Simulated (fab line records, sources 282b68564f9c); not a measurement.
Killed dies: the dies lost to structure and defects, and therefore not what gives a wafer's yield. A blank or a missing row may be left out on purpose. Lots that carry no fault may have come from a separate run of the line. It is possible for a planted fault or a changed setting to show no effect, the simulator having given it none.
fab line records	flow ritCmos
record lots=6	wafers=18	lastDay=6
route steps=202 shown PRETRO@72 GATE@75 FOX2@80 REOX@98 NLDD@103 SDANNEAL@155 M1@202
lots that met no fault: from a run of the same line without faults
startH: hours from the record's opening day to when the first of the lot's shown wafers began	waitH: hours from the lot's prior step to this one	" repeats the value in the row above	L1.1+2: a single row standing in for several wafers	- no value, or no start was given	* or withheld: withheld	< > ~ a bound
route shown NAME@n: names a module that has steps shown in the file, with the first one's number in the route	usual: mean/standard deviation taken from wafers without a fault	same: alike in all rows	chamber/n: place in a boat	sites: each site's reading	_std_site: standard deviation across them	_edge_site: the outer-site mean with the inner-site mean subtracted	radiusMm: for every site, how far away it sits from the centre of the wafer	mask NAME#n: copy n	behind: the last tool/chamber to shape the wafer	hold: what put the lot on hold/how long, in hours/how the hold closed	device: transistor that didn't switch, given as n, p or np	end of line: at the end of the route, the tests of the same wafers	for a step that has no rows: nothing shown but its recipe	killed: the dies lost at the first sort to structure and to defects; this is not the yield of the wafer	map: the dies of a wafer, with x for killed, . for not killed, _ for no die there
set.NAME: setting as actually run; set.NAME@STEP: the setting as run at that earlier step	model.NAME: the simulator's own value behind a step, which no gauge read
lots seen at some steps along the route; tables by step, rows by wafer
services: from which hour (startH, from the record's first day; less than 0 if before it) a tool's chamber was out of use, for how many hours, and why
## steps
# step RIT_PRETRO_IMPLANT_08
# recipe species=B	energyKev=45	doseCm2=1.2e+13	tiltDeg=7
# step RIT_PRETRO_STRIP_09
# recipe chemistry=O2	timeS=180	resist=NOVOLAK	platenTempC=withheld	powerW=500	pressureMtorr=4000	o2FlowSccm=4000
# usual drypumpMotorCurrentA=5.8/0.4
lot.wafer	tool	chamber	startH	waitH	drypumpMotorCurrentA	rfHoursCounterH
L287.1	plasmaAsher-01	1	31.08	0.1	6.3	37
L287.2	"	0	"	"	6.2	37
L287.6	"	1	"	"	6.2	-
L292.2	plasmaAsher-01	0	57.13	0.1	6.2	40
L292.4	"	1	"	"	6.3	-
L292.6	"	1	"	"	6.3	-
L302.2	plasmaAsher-01	0	107.93	0.1	6.2	45
L302.3	"	0	"	"	6.2	-
L302.4	"	1	"	"	6.3	-
L303.1	plasmaAsher-02	1	111.15	0.1	5.4	32
L303.2	"	0	"	"	5.4	32
L303.6	"	1	"	"	5.4	-
L304.1	plasmaAsher-02	0	117.35	0.1	5.4	33
L304.2	"	1	"	"	5.4	33
L304.4	"	1	"	"	5.4	-
L306.1	plasmaAsher-04	0	128.53	0.1	5.5	51
L306.2	"	1	"	"	5.4	51
L306.6	"	0	"	"	5.5	-
# step RIT_PRETRO_TW_MEAS_10
# usual PRETRO_TW=479/4.1
lot.wafer	tool	chamber	startH	waitH	PRETRO_TW
L287.1	filmMetro-04	-	31.25	0.1	484
L287.2	"	-	"	"	484
L287.6	"	-	"	"	481
L292.2	filmMetro-03	-	57.32	0.1	488
L292.4	"	-	"	"	485
L292.6	"	-	"	"	486
L302.2	filmMetro-02	-	108.12	0.1	475
L302.3	"	-	"	"	473
L302.4	"	-	"	"	474
L303.1	filmMetro-04	-	111.33	0.1	480
L303.2	"	-	"	"	479
L303.6	"	-	"	"	480
L304.1	filmMetro-04	-	117.53	0.1	477
L304.2	"	-	"	"	479
L304.4	"	-	"	"	479
L306.1	filmMetro-02	-	128.71	0.1	475
L306.2	"	-	"	"	475
L306.6	"	-	"	"	476
# step RIT_GATE_WET_ETCH_00
# recipe chemistry=BOE	target=SiO2	targetDepthNm=56	timeS=60	dry=n2Spin	dilution=10:1	tempC=21.5
# step RIT_GATE_CLEAN_01
# recipe chemistry=SC1	mix=3:3:50	timeS=581.4	tempC=75
# step RIT_GATE_CLEAN_02
# recipe chemistry=dHF	dilution=50:1	timeS=30
# step RIT_GATE_CLEAN_03
# recipe chemistry=SC2	mix=3:3:50	timeS=600	tempC=75	dry=n2Spin
# step RIT_GATE_CLEAN_04
# recipe chemistry=dHF	dilution=50:1	timeS=60	dry=n2Spin
# step RIT_FOX2_THK_MEAS_91
# recipe reads=SiO2_of_FOX2_OXIDATION_00
# usual FIELD_OXIDE_LEFT_2_THK=254/5.6
lot.wafer	tool	chamber	startH	waitH	FIELD_OXIDE_LEFT_2_THK[nm]
L287.1	filmMetro-01	-	31.97	0.0	251
L287.2	"	-	"	"	251
L287.6	"	-	"	"	250
L292.2	filmMetro-04	-	57.99	0.0	255
L292.4	"	-	"	"	254
L292.6	"	-	"	"	258
L302.2	filmMetro-04	-	108.63	0.0	263
L302.3	"	-	"	"	255
L302.4	"	-	"	"	256
L303.1	filmMetro-04	-	111.82	0.0	255
L303.2	"	-	"	"	249
L303.6	"	-	"	"	254
L304.1	filmMetro-01	-	118.01	0.0	251
L304.2	"	-	"	"	247
L304.4	"	-	"	"	251
L306.1	filmMetro-04	-	129.19	0.0	257
L306.2	"	-	"	"	260
L306.6	"	-	"	"	251
# step RIT_GATE_OXIDATION_05
# recipe tempC=900	ambient=O2	targetThkA=30	oxTimeS=270
# step RIT_GATE_ANNEAL_06
# recipe tempC=900	timeS=600	ambient=N2O
# step RIT_GATE_THK_MEAS_07
# recipe reads=SiO2_of_GATE_OXIDATION_05
# usual GATE_OXIDE_THK=2.99/0.069
lot.wafer	tool	chamber	startH	waitH	GATE_OXIDE_THK[nm]
L287.1	filmMetro-02	-	33.81	0.0	3.03
L287.2	"	-	"	"	3.07
L287.6	"	-	"	"	3.09
L292.2	filmMetro-04	-	62.44	0.0	3.00
L292.4	"	-	"	"	2.90
L292.6	"	-	"	"	2.96
L302.2	filmMetro-04	-	110.02	0.0	2.93
L302.3	"	-	"	"	2.95
L302.4	"	-	"	"	2.97
L303.1	filmMetro-01	-	113.58	0.0	2.96
L303.2	"	-	"	"	2.94
L303.6	"	-	"	"	2.94
L304.1	filmMetro-04	-	120.33	0.0	2.94
L304.2	"	-	"	"	2.97
L304.4	"	-	"	"	2.98
L306.1	filmMetro-02	-	131.16	0.0	2.97
L306.2	"	-	"	"	2.96
L306.6	"	-	"	"	2.92
# step RIT_GATE_CVD_08
# recipe material=poly-Si	targetThkNm=250	tempC=610	precursor=SiH4	timeS=2220	pressureMtorr=300	sih4FlowSccm=100
# usual pressureMtorr=300.1/0.68
lot.wafer	tool	chamber	startH	waitH	pressureMtorr	model.poly-Si_of_GATE_CVD_08.thkNm
L287.1	lpcvd-01	0	33.87	0.1	300.7	247.4
L287.2	"	0	"	"	300.5	249.3
L287.6	"	0	"	"	299.7	246.3
L292.2	lpcvd-02	0	62.49	0.0	299.1	254.5
L292.4	"	0	"	"	298.9	252.1
L292.6	"	0	"	"	300.0	254.9
L302.2	lpcvd-01	0	110.07	0.0	239.7	222.6
L302.3	"	0	"	"	240.2	223.8
L302.4	"	0	"	"	240.4	222
L303.1	lpcvd-02	1	113.64	0.1	299.7	253.2
L303.2	"	1	"	"	300.0	251.6
L303.6	"	1	"	"	300.8	253.5
L304.1	lpcvd-01	0	120.39	0.1	239.7	223.5
L304.2	"	0	"	"	240.3	224
L304.4	"	0	"	"	240.1	221.4
L306.1	lpcvd-02	0	131.22	0.1	299.7	252
L306.2	"	0	"	"	300.2	248.4
L306.6	"	0	"	"	300.2	248.3
# step RIT_GATE_THK_MEAS_09
# recipe reads=poly-Si_of_GATE_CVD_08
# usual GATE_POLY_THK=250.5/2.8
lot.wafer	tool	chamber	startH	waitH	GATE_POLY_THK[nm]
L287.1	filmMetro-04	-	35.49	0.0	247.4
L287.2	"	-	"	"	249.4
L287.6	"	-	"	"	246.4
L292.2	filmMetro-04	-	64.93	0.0	254.3
L292.4	"	-	"	"	252.0
L292.6	"	-	"	"	254.9
L302.2	filmMetro-02	-	111.69	0.0	222.5
L302.3	"	-	"	"	223.8
L302.4	"	-	"	"	222.0
L303.1	filmMetro-04	-	115.25	0.0	253.2
L303.2	"	-	"	"	251.7
L303.6	"	-	"	"	253.7
L304.1	filmMetro-01	-	122.01	0.0	223.6
L304.2	"	-	"	"	223.9
L304.4	"	-	"	"	221.4
L306.1	filmMetro-04	-	132.83	0.0	252.1
L306.2	"	-	"	"	248.4
L306.6	"	-	"	"	248.3
# step RIT_GATE_HMDS_10
# recipe primeTimeS=60	primeTempC=140
# step RIT_GATE_COAT_11
# recipe resist=NOVOLAK	spinRpm=4250	resistThkNm=850
# step RIT_GATE_SOFTBAKE_12
# recipe resist=NOVOLAK	tempC=90	timeS=60
# step RIT_GATE_EXPOSE_13
# recipe maskId=M6	na=0.6	sourceShape=conventional	sigmaOuter=0.6	targetCdNm=150	doseMj=380
# step RIT_GATE_PEB_14
# recipe resist=NOVOLAK	tempC=withheld	timeS=withheld
# step RIT_GATE_DEVELOP_15
# recipe resist=NOVOLAK	developTimeS=50	devTempC=23
# step RIT_GATE_CD_MEAS_16
# recipe targetCdNm=150
# usual cdNm=150.1/2
lot.wafer	tool	chamber	startH	waitH	cdNm
L287.1	cdSem-02	-	36.53	-	145.8
L287.2	"	-	"	"	144.9
L287.6	"	-	"	"	145.4
L292.2	cdSem-01	-	65.97	-	152.1
L292.4	"	-	"	"	152.1
L292.6	"	-	"	"	152.6
L302.2	cdSem-01	-	112.74	-	150.7
L302.3	"	-	"	"	150.5
L302.4	"	-	"	"	151.8
L303.1	cdSem-01	-	116.16	-	148.1
L303.2	"	-	"	"	150.6
L303.6	"	-	"	"	148.9
L304.1	cdSem-01	-	122.97	-	148.6
L304.2	"	-	"	"	148.5
L304.4	"	-	"	"	147.6
L306.1	cdSem-01	-	133.74	-	151.8
L306.2	"	-	"	"	151.7
L306.6	"	-	"	"	151.1
# step RIT_GATE_OVL_MEAS_17
# usual GATE_OVL=-0.1/1.5
lot.wafer	tool	chamber	startH	waitH	GATE_OVL[nm]
L287.1	overlay-01	-	36.65	0.1	1.1
L287.2	"	-	"	"	-1.4
L287.6	"	-	"	"	-0.4
L292.2	overlay-02	-	66.08	0.1	0.8
L292.4	"	-	"	"	0.5
L292.6	"	-	"	"	0.2
L302.2	overlay-02	-	112.84	0.1	-0.5
L302.3	"	-	"	"	0.2
L302.4	"	-	"	"	-0.3
L303.1	overlay-02	-	116.28	0.1	-0.9
L303.2	"	-	"	"	-0.3
L303.6	"	-	"	"	-0.6
L304.1	overlay-02	-	123.09	0.1	-2.1
L304.2	"	-	"	"	-0.3
L304.4	"	-	"	"	-1.5
L306.1	overlay-02	-	133.86	0.1	3.1
L306.2	"	-	"	"	1.5
L306.6	"	-	"	"	0.7
# step RIT_GATE_HARDBAKE_18
# recipe resist=NOVOLAK	tempC=140	timeS=60
# step RIT_GATE_ETCH_19
# recipe chemistry=SF6/CHF3/O2	timeS=165	SF6_flow_sccm=30	CHF3_flow_sccm=30	O2_flow_sccm=5	target=poly-Si	pressureMtorr=40	rfW=160	targetDepthA=3125	overEtchFrac=0.25	stopOn=SiO2
# usual drypumpMotorCurrentA=5.7/0.5	oesProductAu=0.857/0.015	throttleValvePct=10.23/0.12
lot.wafer	tool	chamber	startH	waitH	drypumpMotorCurrentA	oesProductAu	rfHoursCounterH	throttleValvePct	model.etch.depthNm	model.GATE.featureDepthNm
L287.1	rieSi-01	0	36.84	0.1	6.1	0.848	8	10.39	247.4	247.4
L287.2	"	3	"	"	5.8	0.858	128	9.98	249.3	249.3
L287.6	"	0	"	"	6.1	0.842	-	10.37	246.3	246.3
L292.2	rieSi-02	2	66.26	0.1	5.0	0.870	1	10.19	254.5	254.5
L292.4	"	0	"	"	5.7	0.835	144	10.27	252.1	252.1
L292.6	"	0	"	"	5.7	0.848	-	10.29	254.9	254.9
L302.2	rieSi-02	0	113.02	0.1	5.7	0.765	145	10.28	222.6	222.6
L302.3	"	1	"	"	6.0	0.803	137	10.29	223.8	223.8
L302.4	"	2	"	"	4.9	0.790	1	10.20	222	222
L303.1	rieSi-01	2	116.47	0.1	6.3	0.888	101	10.25	253.2	253.2
L303.2	"	0	"	"	6.1	0.864	9	10.37	251.6	251.6
L303.6	"	2	"	"	6.3	0.875	-	10.24	253.5	253.5
L304.1	rieSi-02	1	123.28	0.1	6.0	0.797	137	10.29	223.5	223.5
L304.2	"	2	"	"	4.9	0.797	1	10.20	224	224
L304.4	"	0	"	"	5.7	0.769	145	10.28	221.4	221.4
L306.1	rieSi-02	3	134.05	0.1	5.6	0.862	4	10.37	252	252
L306.2	"	0	"	"	5.7	0.830	145	10.28	248.4	248.4
L306.6	"	0	"	"	5.7	0.826	-	10.27	248.3	248.3
# step RIT_GATE_STRIP_20
# recipe chemistry=O2	timeS=180	resist=NOVOLAK	platenTempC=withheld	powerW=500	pressureMtorr=4000	o2FlowSccm=4000
# usual drypumpMotorCurrentA=5.59/0.28
lot.wafer	tool	chamber	startH	waitH	drypumpMotorCurrentA	rfHoursCounterH
L287.1	plasmaAsher-03	1	36.94	0.1	5.40	38
L287.2	"	0	"	"	6.07	38
L287.6	"	1	"	"	5.40	-
L292.2	plasmaAsher-03	1	66.37	0.1	5.39	41
L292.4	"	0	"	"	6.13	-
L292.6	"	0	"	"	6.11	-
L302.2	plasmaAsher-04	1	113.13	0.1	5.42	48
L302.3	"	0	"	"	5.52	-
L302.4	"	1	"	"	5.42	-
L303.1	plasmaAsher-04	0	116.58	0.1	5.57	49
L303.2	"	1	"	"	5.42	49
L303.6	"	0	"	"	5.56	-
L304.1	plasmaAsher-03	1	123.39	0.1	5.41	48
L304.2	"	0	"	"	6.10	48
L304.4	"	1	"	"	5.39	-
L306.1	plasmaAsher-04	1	134.16	0.1	5.44	51
L306.2	"	0	"	"	5.55	51
L306.6	"	1	"	"	5.43	-
# step RIT_GATE_CD_MEAS_90
# recipe targetCdNm=150
# usual cdNm=150.1/2
lot.wafer	tool	chamber	startH	waitH	cdNm
L287.1	cdSem-02	-	37.12	0.1	145.7
L287.2	"	-	"	"	145.1
L287.6	"	-	"	"	145.4
L292.2	cdSem-02	-	66.56	0.1	152.1
L292.4	"	-	"	"	151.9
L292.6	"	-	"	"	152.2
L302.2	cdSem-01	-	113.33	0.1	150.5
L302.3	"	-	"	"	151.1
L302.4	"	-	"	"	151.8
L303.1	cdSem-01	-	116.75	0.1	148.0
L303.2	"	-	"	"	150.8
L303.6	"	-	"	"	148.8
L304.1	cdSem-01	-	123.56	0.1	149.2
L304.2	"	-	"	"	148.1
L304.4	"	-	"	"	147.7
L306.1	cdSem-01	-	134.44	0.2	151.8
L306.2	"	-	"	"	151.8
L306.6	"	-	"	"	150.9
# step RIT_REOX_CLEAN_00
# recipe chemistry=SC1	mix=3:3:50	timeS=600	tempC=75
# step RIT_REOX_CLEAN_01
# recipe chemistry=dHF	dilution=50:1	timeS=30
# step RIT_REOX_CLEAN_02
# recipe chemistry=SC2	mix=3:3:50	timeS=600	tempC=75	dry=n2Spin
# step RIT_REOX_OXIDATION_03
# recipe tempC=900	ambient=O2	targetThkA=252	oxTimeS=5800
# step RIT_REOX_THK_MEAS_04
# recipe reads=SiO2_of_REOX_OXIDATION_03
# usual REOX_OXIDE_THK=25.7/0.48
lot.wafer	tool	chamber	startH	waitH	REOX_OXIDE_THK[nm]
L287.1	filmMetro-04	-	40.28	0.0	26.4
L287.2	"	-	"	"	26.3
L287.6	"	-	"	"	26.2
L292.2	filmMetro-04	-	71.67	0.0	25.6
L292.4	"	-	"	"	25.6
L292.6	"	-	"	"	26.1
L302.2	filmMetro-01	-	116.37	0.0	26.1
L302.3	"	-	"	"	26.0
L302.4	"	-	"	"	26.1
L303.1	filmMetro-04	-	119.79	0.0	26.1
L303.2	"	-	"	"	26.0
L303.6	"	-	"	"	25.9
L304.1	filmMetro-04	-	127.27	0.0	25.5
L304.2	"	-	"	"	25.6
L304.4	"	-	"	"	25.1
L306.1	filmMetro-03	-	137.48	0.0	25.5
L306.2	"	-	"	"	25.4
L306.6	"	-	"	"	25.6
# step RIT_NLDD_HMDS_00
# recipe primeTimeS=60	primeTempC=140
# step RIT_NLDD_COAT_01
# recipe resist=NOVOLAK	spinRpm=3250	resistThkNm=1000
# step RIT_NLDD_SOFTBAKE_02
# recipe resist=NOVOLAK	tempC=90	timeS=60
# step RIT_NLDD_EXPOSE_03
# recipe maskId=M7	na=0.57	targetCdNm=40700	doseMj=250
# step RIT_NLDD_PEB_04
# recipe resist=NOVOLAK	tempC=withheld	timeS=withheld
# step RIT_NLDD_DEVELOP_05
# recipe resist=NOVOLAK	developTimeS=50	devTempC=23
# step RIT_NLDD_OVL_MEAS_06
# usual NLDD_OVL=-0.6/1.4
lot.wafer	tool	chamber	startH	waitH	NLDD_OVL[nm]
L287.1	overlay-02	-	41.19	-	-1.8
L287.2	"	-	"	"	-1.2
L287.6	"	-	"	"	-1.4
L292.2	overlay-01	-	72.70	-	-0.4
L292.4	"	-	"	"	0.4
L292.6	"	-	"	"	-1.1
L302.2	overlay-02	-	117.49	-	-2.9
L302.3	"	-	"	"	-2.3
L302.4	"	-	"	"	-3.8
L303.1	overlay-01	-	120.76	-	0.4
L303.2	"	-	"	"	0.1
L303.6	"	-	"	"	0.2
L304.1	overlay-01	-	128.31	-	-2.1
L304.2	"	-	"	"	-0.5
L304.4	"	-	"	"	-0.7
L306.1	overlay-02	-	138.39	-	-0.3
L306.2	"	-	"	"	-1.6
L306.6	"	-	"	"	0.3
# step RIT_NLDD_HARDBAKE_07
# recipe resist=NOVOLAK	tempC=140.5	timeS=60
# step RIT_NLDD_IMPLANT_08
# recipe species=P	energyKev=20	doseCm2=5e+14	tiltDeg=7
# step RIT_NLDD_STRIP_09
# recipe chemistry=O2	timeS=180	resist=NOVOLAK	platenTempC=withheld	powerW=500	pressureMtorr=4000	o2FlowSccm=4000
# usual drypumpMotorCurrentA=5.8/0.37
lot.wafer	tool	chamber	startH	waitH	drypumpMotorCurrentA	rfHoursCounterH
L287.1	plasmaAsher-01	1	41.52	0.1	6.2	38
L287.2	"	0	"	"	6.2	38
L287.6	"	0	"	"	6.2	-
L292.2	plasmaAsher-04	0	73.03	0.1	5.5	43
L292.4	"	0	"	"	5.6	-
L292.6	"	1	"	"	5.4	-
L302.2	plasmaAsher-03	1	117.82	0.1	5.4	48
L302.3	"	0	"	"	6.1	-
L302.4	"	1	"	"	5.4	-
L303.1	plasmaAsher-01	0	121.09	0.1	6.2	0
L303.2	"	1	"	"	6.2	0
L303.6	"	0	"	"	6.3	-
L304.1	plasmaAsher-03	0	128.66	0.1	6.1	49
L304.2	"	1	"	"	5.4	49
L304.4	"	1	"	"	5.4	-
L306.1	plasmaAsher-03	1	138.72	0.1	5.4	51
L306.2	"	0	"	"	6.1	51
L306.6	"	0	"	"	6.1	-
# step RIT_NLDD_TW_MEAS_10
# usual NLDD_TW=2509/35
lot.wafer	tool	chamber	startH	waitH	NLDD_TW
L287.1	filmMetro-02	-	41.70	0.1	2488
L287.2	"	-	"	"	2489
L287.6	"	-	"	"	2496
L292.2	filmMetro-03	-	73.22	0.1	2556
L292.4	"	-	"	"	2544
L292.6	"	-	"	"	2556
L302.2	filmMetro-03	-	118.01	0.1	2541
L302.3	"	-	"	"	2550
L302.4	"	-	"	"	2533
L303.1	filmMetro-03	-	121.27	0.1	2542
L303.2	"	-	"	"	2546
L303.6	"	-	"	"	2535
L304.1	filmMetro-02	-	128.83	0.1	2480
L304.2	"	-	"	"	2491
L304.4	"	-	"	"	2489
L306.1	filmMetro-03	-	138.90	0.1	2553
L306.2	"	-	"	"	2544
L306.6	"	-	"	"	2547
# step RIT_SDANNEAL_CLEAN_02
# recipe chemistry=SC2	mix=3:3:50	timeS=600	tempC=75	dry=n2Spin
lot.wafer	tool	chamber	startH	waitH	model.poly-Si_of_GATE_CVD_08.thkNm
L287.1	wetBench-03	1	49.05	0.0	160.1
L287.2	"	1	"	"	161.5
L287.6	"	1	"	"	158.4
L292.2	wetBench-04	0	80.66	0.0	168.1
L292.4	"	0	"	"	166.4
L292.6	"	0	"	"	166.2
L302.2	wetBench-01	3	125.13	0.0	135.7
L302.3	"	3	"	"	135.3
L302.4	"	3	"	"	135.1
L303.1	wetBench-03	1	128.58	0.0	167
L303.2	"	1	"	"	164.4
L303.6	"	1	"	"	166.4
L304.1	wetBench-03	3	136.17	0.0	137.5
L304.2	"	3	"	"	137.3
L304.4	"	3	"	"	135
L306.1	wetBench-01	1	146.30	0.0	166.3
L306.2	"	1	"	"	162.8
L306.6	"	1	"	"	161.9
# step RIT_M1_PROBE_99
# usual killed_at_M0_to_M3=0.0/0.083	killedAtContacts=0.0/0.22	killedAtFrontEnd=6.9/2.9	killedDies=7.0/2.9	killedOpen=3.5/2	killedShort=3.5/2
# same grossDies=264	killed_at_M4_up=0	killedAtBackSide=0	killedAtOther=0
lot.wafer	tool	chamber	startH	waitH	killed_at_M0_to_M3	killedAtContacts	killedAtFrontEnd	killedDies	killedOpen	killedShort	model.etest.nmosTurned.driveUaUm	model.etest.pmosTurned.driveUaUm
L287.1	prober-02	-	60.34	0.1	0	0	7	7	4	3	310.2	184.6
L287.2	prober-02	-	60.39	0.1	0	0	9	9	5	4	307.4	183.5
L287.6	prober-02	-	60.59	0.2	0	0	9	9	7	2	315.9	185.3
L292.2	prober-01	-	88.77	0.1	1	0	5	6	1	5	312.8	179.2
L292.4	prober-01	-	88.87	0.2	0	0	10	10	8	2	315.1	184.8
L292.6	prober-01	-	88.97	0.2	0	0	5	5	2	3	299.9	172.2
L302.2	prober-01	-	132.99	0.1	0	1	3	4	3	1	348.1	200.3
L302.3	prober-01	-	133.04	0.2	0	1	8	9	4	5	342.9	199.3
L302.4	prober-01	-	133.09	0.2	0	0	4	4	1	3	349.7	200
L303.1	prober-02	-	136.06	0.1	0	0	9	9	5	4	303.6	185.6
L303.2	prober-02	-	136.11	0.1	0	0	5	5	2	3	307.3	183.8
L303.6	prober-02	-	136.31	0.2	0	0	5	5	3	2	307.3	187.1
L304.1	prober-01	-	144.96	0.1	0	0	4	4	3	1	364.7	201
L304.2	prober-01	-	145.01	0.1	0	0	6	6	2	4	371.4	204.4
L304.4	prober-01	-	145.11	0.2	0	0	3	3	3	0	381	209.7
L306.1	prober-01	-	154.77	0.1	0	0	5	5	1	4	317.2	189.8
L306.2	prober-01	-	154.82	0.1	0	0	5	5	2	3	328	192.4
L306.6	prober-01	-	155.02	0.2	0	0	8	8	2	6	321.9	190.3
# killed by level:class
L287.1 GATE:geometricParticle:open=4 SILICIDE:geometricParticle:short=2 GATE:geometricParticle:short=1
L287.2 FOX2:geometricParticle:short=2 GATE:geometricParticle:open=2 FOX1:geometricParticle:short=1 FOX2:geometricParticle:open=1 REOX:geometricParticle:open=1 SILICIDE:geometricParticle:open=1 SILICIDE:geometricParticle:short=1
L287.6 GATE:geometricParticle:open=4 FOX2:geometricParticle:open=2 GATE:geometricParticle:short=1 REOX:geometricParticle:short=1 SILICIDE:geometricParticle:open=1
L292.2 FOX2:geometricParticle:short=3 GATE:geometricParticle:open=1 REOX:geometricParticle:short=1 M1:geometricParticle:short=1
L292.4 GATE:geometricParticle:open=7 FOX1:geometricParticle:short=1 SPACER:geometricParticle:short=1 SILICIDE:geometricParticle:open=1
L292.6 GATE:geometricParticle:short=2 FOX1:geometricParticle:short=1 GATE:geometricParticle:open=1 SPACER:geometricParticle:open=1
L302.2 ACTIVE:geometricParticle:open=1 GATE:geometricParticle:open=1 GATE:geometricParticle:short=1 CONTACT:geometricParticle:open=1
L302.3 GATE:geometricParticle:short=3 SILICIDE:geometricParticle:open=2 GATE:geometricParticle:open=1 REOX:geometricParticle:open=1 SPACER:geometricParticle:short=1 CONTACT:geometricParticle:short=1
L302.4 GATE:geometricParticle:short=3 REOX:geometricParticle:open=1
L303.1 REOX:geometricParticle:short=3 GATE:geometricParticle:open=2 FOX2:geometricParticle:short=1 REOX:geometricParticle:open=1 SPACER:geometricParticle:open=1 SILICIDE:geometricParticle:open=1
L303.2 GATE:geometricParticle:short=2 FOX1:geometricParticle:open=1 REOX:geometricParticle:open=1 REOX:geometricParticle:short=1
L303.6 GATE:geometricParticle:open=3 GATE:geometricParticle:short=1 REOX:geometricParticle:short=1
L304.1 GATE:geometricParticle:open=2 GATE:geometricParticle:short=1 SILICIDE:geometricParticle:open=1
L304.2 GATE:geometricParticle:short=2 FOX1:geometricParticle:open=1 FOX2:geometricParticle:short=1 REOX:geometricParticle:open=1 SILICIDE:geometricParticle:short=1
L304.4 SPACER:geometricParticle:open=2 FOX1:geometricParticle:open=1
L306.1 FOX1:geometricParticle:short=3 GATE:geometricParticle:open=1 SPACER:geometricParticle:short=1
L306.2 GATE:geometricParticle:short=2 REOX:geometricParticle:open=2 FOX1:geometricParticle:short=1
L306.6 SILICIDE:geometricParticle:short=2 FOX1:geometricParticle:short=1 FOX2:geometricParticle:open=1 GATE:geometricParticle:short=1 REOX:geometricParticle:short=1 SPACER:geometricParticle:short=1 SPACER:geometricParticle:open=1
## services
tool	chamber	startH	hours	kind
rieSi-01	-	12.33	0.4	repair
plasmaAsher-04	-	17.23	0.7	repair
rieSi-01	1	37.26	6.0	repair
plasmaAsher-04	-	45.41	3.7	repair
plasmaAsher-02	-	67.41	14.6	pm
rieSi-02	0	79.82	2.6	repair
plasmaAsher-01	-	89.01	4.5	repair
rieSi-01	-	105.54	0.1	repair
plasmaAsher-01	-	108.92	9.0	pm
plasmaAsher-01	0	108.92	9.0	ventCycle
plasmaAsher-01	1	108.92	9.0	ventCycle
plasmaAsher-01	0	117.92	-	clean
plasmaAsher-01	1	117.92	-	clean
plasmaAsher-01	-	121.35	15.5	repair
rieSi-02	-	134.50	0.5	repair
rieSi-02	0	136.16	-	clean
rieSi-02	0	136.16	23.3	scheduledDown
rieSi-02	0	136.16	23.3	ventCycle
plasmaAsher-04	-	136.70	1.5	repair
## key
firstSign step=RIT_GATE_CVD_08	reading=pressureMtorr	direction=down	sigmas=88	usual=300.1	struck=240.1
effect step=RIT_GATE_THK_MEAS_09	reading=GATE_POLY_THK	direction=down	sigmas=10	usual=250.5	struck=222.9
effect step=RIT_GATE_ETCH_19	reading=oesProductAu	direction=down	sigmas=4.7	usual=0.857	struck=0.787
modelEffect step=RIT_GATE_CVD_08	value=poly-Si_of_GATE_CVD_08.thkNm	without=249.3	struck=222.9
modelEffect step=RIT_GATE_ETCH_19	value=etch.depthNm	without=249.3	struck=222.9
modelEffect step=RIT_SDANNEAL_CLEAN_02	value=poly-Si_of_GATE_CVD_08.thkNm	without=162.4	struck=136
modelEffect step=RIT_M1_PROBE_99	value=etest.nmosTurned.driveUaUm	without=315.9	struck=359.6
metAt RIT_GATE_CVD_08
struckWafers L302.2,L302.3,L302.4,L304.1,L304.2,L304.4
testerLeftOut L302,L304
onsetBetween 33.87 110.07
fault kind=processParameterDrift	tool=lpcvd-01	chamber=-	onsetH=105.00	steps=RIT_GATE_CVD_08	channel=pressureMtorr	offset=-60	shape=step	endH=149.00	actsIn=theseRecipesOnly	stated=300
# testerLeftOut: of these lots the tester's yield and bins aren't shown, on N5 and GAA mostly nor the transistor test; their killed dies are dies lost to structure and defects alone, not to doping, threshold or leakage, so they don't give the yield
